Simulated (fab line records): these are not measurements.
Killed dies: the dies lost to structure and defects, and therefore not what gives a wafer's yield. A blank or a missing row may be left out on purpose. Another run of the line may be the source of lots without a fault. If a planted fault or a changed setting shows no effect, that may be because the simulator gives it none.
8D (eight disciplines) problem report, filled in by code ; flow rit_cmos ; the parts of the form that need people (team, actions taken, sign-off) are left out

== 1. THE PROBLEM ==
Wafers free of any fault read 2140 (standard deviation 19) for NWELL_TW at RIT_NWELL_TW_MEAS_10, against a mean of 1975 on 6 wafers of 2 lots. Measured from the usual mean, that is -8.7 standard deviations.
The first sign was on wafer L155.1 at day 4 07:32, on film_metro-01. At this step, 42 wafers from 14 lots have a number in the record. By rule, "out" or "out of limits" means more than 4 standard deviations away from the usual mean. The other wafers with a number count as sound.

== 2. WHAT THIS IS AND IS NOT ==
question;is;is not
which readings at this step;NWELL_TW;-
which lots;L155, L157;L144, L146, L147, L148, L150, L151, L156, L158, L159, L161, L162, L166
which wafers of those lots;all that have a number;-
read on which gauges;film_metro-01, film_metro-03;film_metro-04
when;from day 4 07:32;"up to then (18 sound wafers); but 18 sound wafers of L156, L158, L159, L161, L162, L166 came after"

== 3. WHAT RULES OUT EACH SUSPECT ==
Counting: a tool at any process step up to the reading remains a suspect when it ran all the lots that are out and ran no sound lot after the first of those.
- the gauge at RIT_NWELL_TW_MEAS_10 has been ruled out. The wafers that are out were read on 2 gauges (film_metro-01, film_metro-03).
- implanter-04 at RIT_NWELL_IMPLANT_08: kept. It ran every lot that is out, first L155 (day 4 07:13), and no sound lot after that; its last sound lot up to then is L147 (day 2 16:07). Its own beam_energy_keV readings are out on those wafers.
Remaining after the count: implanter-04 at RIT_NWELL_IMPLANT_08.

== 4. THE CAUSE (what the simulator had put in) ==
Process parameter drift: implanter-04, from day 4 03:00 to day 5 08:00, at RIT_NWELL_IMPLANT_08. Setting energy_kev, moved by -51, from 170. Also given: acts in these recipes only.
After counting, this tool was the only one left.

== 5. THE CHAIN OF EFFECTS, in route order ==
Each row: a reading whose mean over the struck wafers that have a number lies more than 3 standard deviations from the usual. Only readings whose record carries a usual standard deviation are examined. hours: median over the lots of the time between each lot's start at the first step of this table that gives one and its start at this step. sigmas: the change, counted in usual standard deviations.
hours;step;reading;usual;on struck wafers;change;sigmas
0;RIT_NWELL_IMPLANT_08;beam_energy_keV;170.01;119.05;-50.96;-99 or more
0;RIT_NWELL_TW_MEAS_10;NWELL_TW;2140;1975;-165;-8.7
7;RIT_WELLDRIVE_RS_MEAS_01;NWELL_RS;279.3 ohm/sq;283.6;+4.3;+3.6
It contains these process steps:
- RIT_NWELL_IMPLANT_08

== 6. HOW IT WOULD HAVE BEEN CAUGHT EARLIER ==
The first out-of-limits reading at a measuring or inspecting step in this record came at day 4 07:32, 5 hours after the fault's start at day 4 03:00.
At RIT_NWELL_IMPLANT_08, the tool's own readings (beam_energy_keV) were out on each struck wafer the step has a row for, so an alarm limit on them would have fired on the first such wafer.
Lots out: 2; of these, L157 started RIT_NWELL_IMPLANT_08 on implanter-04 after day 4 07:32. A hold on the tool at that time would have spared it.
